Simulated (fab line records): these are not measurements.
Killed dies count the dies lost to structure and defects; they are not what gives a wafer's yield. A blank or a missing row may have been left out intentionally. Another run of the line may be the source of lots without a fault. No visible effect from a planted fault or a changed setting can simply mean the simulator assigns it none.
One fault seen from 2 desks ; flow berkeley cmos170 ; each desk has only its own numbers; what lay behind them comes last

## FROM THE METROLOGY DESK
What the gauges read, lot by lot, whatever tool the lot ran on: means of the sampled wafers that have a number. A lot is out of limits, marked OUT, if its mean lies more than 4 standard deviations from the usual mean; the brackets give that distance.
Columns: A = M2_OVL at UCB170_M2_OVL_MEAS_16, usual -2 nm; B = cd nm at UCB170_V2_CD_MEAS_90, usual 699.4 nm; C = M3_AL_THK at UCB170_M3_THK_MEAS_03, usual 934 nm
lot;first seen here;A;B;C
L153;day 7 08:29;-1;699.3;941
L154;day 7 21:07;8;701.0;942
L155;day 7 22:01;0;697.1;924
L156;day 8 01:10;-3;697.5;925
L157;day 8 08:11;-12;698.7;932
L164;day 9 16:46;6;699.5;924
L168;day 10 11:41;1;699.5;916
L167;day 10 11:45;0;700.9;947
L172;day 10 21:52;-5;699.8;924
L171;day 10 22:26;-3;697.8;943
L174;day 11 21:28;-3;697.0;940
L176;day 12 10:50;-2;700.9;931
This desk found nothing out of limits on any of the 12 lots.

## AT THE TOOL OWNER'S DESK: rie metal-04
The tool's own readings at UCB170_M2_METAL_ETCH_18 (etches Al in Cl2/BCl3, stops on SiO2, target depth 1170 nm, time 195 s): means of the sampled wafers that have a number, for each lot that ran on this tool. A lot is out of limits, marked OUT, if its mean lies more than 4 standard deviations from the usual mean; the brackets give that distance.
Columns: A = bias w at UCB170_M2_METAL_ETCH_18, usual 120.1 W; B = drypump motor current A at UCB170_M2_METAL_ETCH_18, usual 5.5 A; C = oes product au at UCB170_M2_METAL_ETCH_18, usual 0.858 a.u.; D = rf fwd power W at UCB170_M2_METAL_ETCH_18, usual 598.8 W; E = throttle valve pct at UCB170_M2_METAL_ETCH_18, usual 24.66 %
lot;first seen here;A;B;C;D;E
L157;day 8 08:16;120.5;6.4;0.863;598.3;24.79
L164;day 9 16:50;142.0 (+59) OUT;6.1;0.866;599.4;24.77
L167;day 10 11:49;142.0 (+59) OUT;6.1;0.863;596.8;24.77
Finding of this desk: L164, L167 out of limits; the first was L164 at day 9 16:50, on bias w at UCB170_M2_METAL_ETCH_18. Within limits: L157.

## TAKEN TOGETHER
The tool owner's desk had the chance to raise an alarm at day 9 16:50 on L164, L167.
The metrology desk saw nothing out of limits.
The metrology desk holds a record of L164, L167, inside its limits.
On rie metal-04, each named lot ran UCB170_M2_METAL_ETCH_18.

## WHAT THE SIMULATOR HAD INSERTED
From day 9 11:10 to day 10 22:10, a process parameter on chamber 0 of rie metal-04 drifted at UCB170_M2_METAL_ETCH_18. Setting bias w, moved by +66, from 120. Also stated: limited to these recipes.
Lots struck among those shown: L164, L167.
Each desk's first reading out of limits, in hours after the fault started: the tool owner's desk, 6.
